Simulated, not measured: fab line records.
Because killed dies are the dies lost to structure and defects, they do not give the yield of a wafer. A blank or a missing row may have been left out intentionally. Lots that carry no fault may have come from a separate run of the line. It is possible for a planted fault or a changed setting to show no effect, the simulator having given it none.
Shared-tool check / flow berkeley cmos170 / 48 wafers sampled across 16 lots

WHAT PROMPTED THE OPENING
4 of 16 lots carry a flag on the reading PLDD_OVL at UCB170_PLDD_OVL_MEAS_07. Fault-free wafers read 4 nm, with a standard deviation of 5.3.
Rule: a lot gets a flag if all its wafers with a number sit over 4 standard deviations from that mean, or if no wafer of it has a number. The rest of the lots are taken to be sound.

lot=L325; measured=day 6 09:08; on=overlay-01; PLDD_OVL (nm), wafer by wafer=3 1 4; flag=
lot=L327; measured=day 6 18:10; on=overlay-02; PLDD_OVL (nm), wafer by wafer=-5 8 -2; flag=
lot=L326; measured=day 6 18:52; on=overlay-02; PLDD_OVL (nm), wafer by wafer=-3 -3 4; flag=
lot=L329; measured=day 6 22:02; on=overlay-01; PLDD_OVL (nm), wafer by wafer=5 -5 9; flag=
lot=L328; measured=day 7 11:10; on=overlay-01; PLDD_OVL (nm), wafer by wafer=1 5 10; flag=
lot=L330; measured=day 7 11:23; on=overlay-02; PLDD_OVL (nm), wafer by wafer=12 12 0; flag=
lot=L331; measured=day 7 22:59; on=overlay-01; PLDD_OVL (nm), wafer by wafer=0 0 1; flag=
lot=L332; measured=day 7 23:16; on=overlay-02; PLDD_OVL (nm), wafer by wafer=5 -1 11; flag=
lot=L333; measured=day 8 04:50; on=overlay-01; PLDD_OVL (nm), wafer by wafer=-9 6 6; flag=
lot=L334; measured=day 8 12:40; on=overlay-01; PLDD_OVL (nm), wafer by wafer=4 2 3; flag=
lot=L335; measured=day 8 21:56; on=overlay-01; PLDD_OVL (nm), wafer by wafer=13 8 5; flag=
lot=L337; measured=day 8 22:53; on=overlay-02; PLDD_OVL (nm), wafer by wafer=188 180 183; flag=FLAGGED
lot=L339; measured=day 9 04:40; on=overlay-01; PLDD_OVL (nm), wafer by wafer=181 184 180; flag=FLAGGED
lot=L341; measured=day 10 00:41; on=overlay-01; PLDD_OVL (nm), wafer by wafer=-3 10 0; flag=
lot=L342; measured=day 10 09:24; on=overlay-02; PLDD_OVL (nm), wafer by wafer=184 188 186; flag=FLAGGED
lot=L343; measured=day 10 09:40; on=overlay-01; PLDD_OVL (nm), wafer by wafer=186 182 187; flag=FLAGGED
The numbers of the flagged lots are 184 nm on average: +180 nm against the usual, or +34 standard deviations.

TOOL THAT RAN EACH LOT
The record keeps 1 process step preceding the reading, out of 331 steps on the route. Cell contents, in order: the tool; ch with the chambers the sampled wafers went through; the start.
lot=L325; flag=; UCB170_PLDD_EXPOSE_03=krf scanner-01 ch 0, day 6 08:37
lot=L327; flag=; UCB170_PLDD_EXPOSE_03=krf scanner-02 ch 0, day 6 17:41
lot=L326; flag=; UCB170_PLDD_EXPOSE_03=krf scanner-01 ch 0, day 6 18:17
lot=L329; flag=; UCB170_PLDD_EXPOSE_03=krf scanner-02 ch 0, day 6 21:19
lot=L328; flag=; UCB170_PLDD_EXPOSE_03=krf scanner-01 ch 0, day 7 10:40
lot=L330; flag=; UCB170_PLDD_EXPOSE_03=krf scanner-02 ch 0, day 7 10:53
lot=L331; flag=; UCB170_PLDD_EXPOSE_03=krf scanner-01 ch 0, day 7 22:26
lot=L332; flag=; UCB170_PLDD_EXPOSE_03=krf scanner-01 ch 0, day 7 22:33
lot=L333; flag=; UCB170_PLDD_EXPOSE_03=krf scanner-02 ch 0, day 8 04:19
lot=L334; flag=; UCB170_PLDD_EXPOSE_03=krf scanner-01 ch 0, day 8 12:10
lot=L335; flag=; UCB170_PLDD_EXPOSE_03=krf scanner-01 ch 0, day 8 21:07
lot=L337; flag=FLAGGED; UCB170_PLDD_EXPOSE_03=krf scanner-01 ch 0, day 8 22:05
lot=L339; flag=FLAGGED; UCB170_PLDD_EXPOSE_03=krf scanner-01 ch 0, day 9 04:10
lot=L341; flag=; UCB170_PLDD_EXPOSE_03=krf scanner-02 ch 0, day 9 23:52
lot=L342; flag=FLAGGED; UCB170_PLDD_EXPOSE_03=krf scanner-01 ch 0, day 10 08:54
lot=L343; flag=FLAGGED; UCB170_PLDD_EXPOSE_03=krf scanner-01 ch 0, day 10 09:00
What the steps here do:
- UCB170_PLDD_EXPOSE_03: exposes mask PSELECT, target cd 1200 nm.
- UCB170_PLDD_OVL_MEAS_07

FLAGGED OVER TOTAL, TOOL BY TOOL (the gauges that took the reading come last)
step=UCB170_PLDD_EXPOSE_03; tool=krf scanner-01; lots run=11; flagged=4; share of the flagged lots=all; sound lots run after its first flagged lot=0
step=UCB170_PLDD_EXPOSE_03; tool=krf scanner-02; lots run=5; flagged=0; share of the flagged lots=none; sound lots run after its first flagged lot=-
step=UCB170_PLDD_OVL_MEAS_07; tool=overlay-01; lots run=10; flagged=2; share of the flagged lots=some; sound lots run after its first flagged lot=1 (L341)
step=UCB170_PLDD_OVL_MEAS_07; tool=overlay-02; lots run=6; flagged=2; share of the flagged lots=some; sound lots run after its first flagged lot=0

THE TABLE: WHAT IT ALLOWS
All flagged lots share 1 row of the table, namely krf scanner-01 at UCB170_PLDD_EXPOSE_03.
- krf scanner-01 at UCB170_PLDD_EXPOSE_03: 4 of its 11 lots flagged. Last sound lot L335 at day 8 21:07, first flagged lot L337 at day 8 22:05; a fault beginning in between fits.
krf scanner-01 at UCB170_PLDD_EXPOSE_03 is the single tool remaining.

WHAT HAD BEEN PUT IN BY THE SIMULATOR
Scanner matching overlay: krf scanner-01, from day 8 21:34 on, at UCB170_PLDD_EXPOSE_03. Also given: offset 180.
Shown lots that were struck: L337, L339, L342, L343. The same result came from the rule above.
